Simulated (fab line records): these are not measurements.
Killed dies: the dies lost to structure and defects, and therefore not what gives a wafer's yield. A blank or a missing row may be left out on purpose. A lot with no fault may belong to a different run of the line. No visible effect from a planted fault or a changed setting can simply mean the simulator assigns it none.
Split-lot trial | flow berkeleyCmos170 | 23 wafers read across 5 lots, on a route 331 steps long

== THE SPLIT ==
At UCB170_V1_CMP_02 (polishes SiO2), the setting leaveAboveRefNm was moved away from the recipe's 1000 nm on 10 of the 23 wafers read, by -5.8% to +5.8%. All remaining wafers had this setting at the recipe value.

No step appears in the file between the split and the reading.

== THE READING ==
At UCB170_V1_THK_MEAS_04: V1_POLISHED_THK, given in nm. A value of 1000.2 nm with a standard deviation of 1.2 nm is what fault-free wafers of this fab line usually give.

wafer  | tool, chamber at the split | leaveAboveRefNm as run, nm | against the recipe | V1_POLISHED_THK, nm | against lot-mates on the recipe
L077.1 | cmp-01, 2                  | 1000                       | recipe             | 997.7               | -
L077.2 | cmp-01, 3                  | 942.5                      | -5.8%              | 943.5               | -55.7
L077.4 | cmp-01, 0                  | 1000                       | recipe             | 1000.6              | -
L077.5 | cmp-01, 0                  | 942.5                      | -5.8%              | 942.1               | -57.1
L077.6 | cmp-01, 1                  | 942.5                      | -5.8%              | 941.9               | -57.3
L079.1 | cmp-01, 3                  | 1039                       | +3.9%              | 1038.9              | +39.2
L079.3 | cmp-01, 1                  | 1039                       | +3.9%              | 1037.9              | +38.2
L079.4 | cmp-01, 0                  | 1000                       | recipe             | 1000.9              | -
L079.5 | cmp-01, 1                  | 1000                       | recipe             | 998.5               | -
L079.6 | cmp-01, 2                  | 1000                       | recipe             | 999.6               | -
L078.1 | cmp-01, 1,3                | 1000                       | recipe             | 1000.0              | -
L078.2 | cmp-01, 0,0,1              | 1058                       | +5.8%              | 1058.6              | +58.7
L078.4 | cmp-01, 1,3                | 1000                       | recipe             | 999.8               | -
L078.5 | cmp-01, 0,0,1              | 1058                       | +5.8%              | 1059.8              | +59.9
L078.6 | cmp-01, 0,0,1              | 1058                       | +5.8%              | 1058.9              | +59.0
L081.1 | cmp-02, 1,3,1              | 1000                       | recipe             | 1000.8              | -
L081.2 | cmp-02, 0                  | 1055                       | +5.5%              | 1055.5              | +55.3
L081.3 | cmp-02, 1,3,1              | 1000                       | recipe             | 999.3               | -
L081.4 | cmp-02, 2                  | 1055                       | +5.5%              | 1053.6              | +53.4
L081.5 | cmp-02, 1,3,1              | 1000                       | recipe             | 1000.6              | -
L085.3 | cmp-02, 1                  | 1000                       | recipe             | 999.7               | -
L085.5 | cmp-02, 2                  | 1000                       | recipe             | 999.4               | -
L085.6 | cmp-02, 1                  | 1000                       | recipe             | 1000.7              | -
The file does not say which wafer passed through which chamber wherever a row lists several chambers: such a row stands for several wafers.

FIT RESULTS
A straight line over all 23 wafers: V1_POLISHED_THK changes by +10 nm for each +1% of leaveAboveRefNm; r = +1.00; the points scatter about the line by 0.98 nm.
The same after taking each lot's own level away (the mean of its wafers on the recipe; 23 wafers): +9.98 nm for each +1%; r = +1.00; scatter 0.99 nm.
That fit puts the effect of the largest move of leaveAboveRefNm on the reading at 58 nm.
The lots' own levels span 999.15 to 1000.23 nm, that is 0.9 times the standard deviation above.
The two slopes are in agreement: the lot-to-lot level therefore moves the slope only a little.
Check: +58 nm against its lot-mates is what the line predicts for one of the wafers moved furthest among these (+5.8%) when that wafer is left out of the fit. Against them it came out at +58.7 nm.

== FURTHER SPLITS ON THESE WAFERS ==
These wafers also went through other splits before the reading. Each is held against what the fit with the lots' levels taken away leaves over:
other split on the same wafers   | wafers away from the commonest value | r with V1_POLISHED_THK (lot level and that fit taken away)
UCB170_SILICIDE_SPUTTER_01 timeS | 4                                    | -0.10
UCB170_CONTACT_COAT_04 spinRpm   | 9                                    | +0.38
UCB170_CONTACT_EXPOSE_12 doseMj  | 11                                   | -0.16
UCB170_M1_COAT_04 spinRpm        | 9                                    | +0.14
UCB170_V1_CVD_00 timeS           | 7                                    | -0.20

== THE WHOLE CHAIN: every reading that the file lists as answering this split, in the file's order ==
step                  | what it does                                                              | reading                                                                  | change (the file's fit)            | r (the file's)
UCB170_V1_CMP_02      | polishes SiO2                                                             | SiO2_of_V1_CVD_00.thkNm (the simulator's own value, which no gauge read) | +10 nm for each +1% of the setting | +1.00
UCB170_V1_THK_MEAS_04 |                                                                           | V1_POLISHED_THK                                                          | +9.97 for each +1% of the setting  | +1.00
UCB170_V1_ETCH_14     | etches SiO2 in CHF3/CF4/Ar, stops on Al, target depth 1250 nm, time 291 s | etch.depthNm (the simulator's own value, which no gauge read)            | +10 nm for each +1% of the setting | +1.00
UCB170_V1_ETCH_14     | etches SiO2 in CHF3/CF4/Ar, stops on Al, target depth 1250 nm, time 291 s | V1.featureDepthNm (the simulator's own value, which no gauge read)       | +10 nm for each +1% of the setting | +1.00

== FILE'S OWN FIT ==
V1_POLISHED_THK changes by +9.97 nm for each +1% of leaveAboveRefNm, r = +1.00.
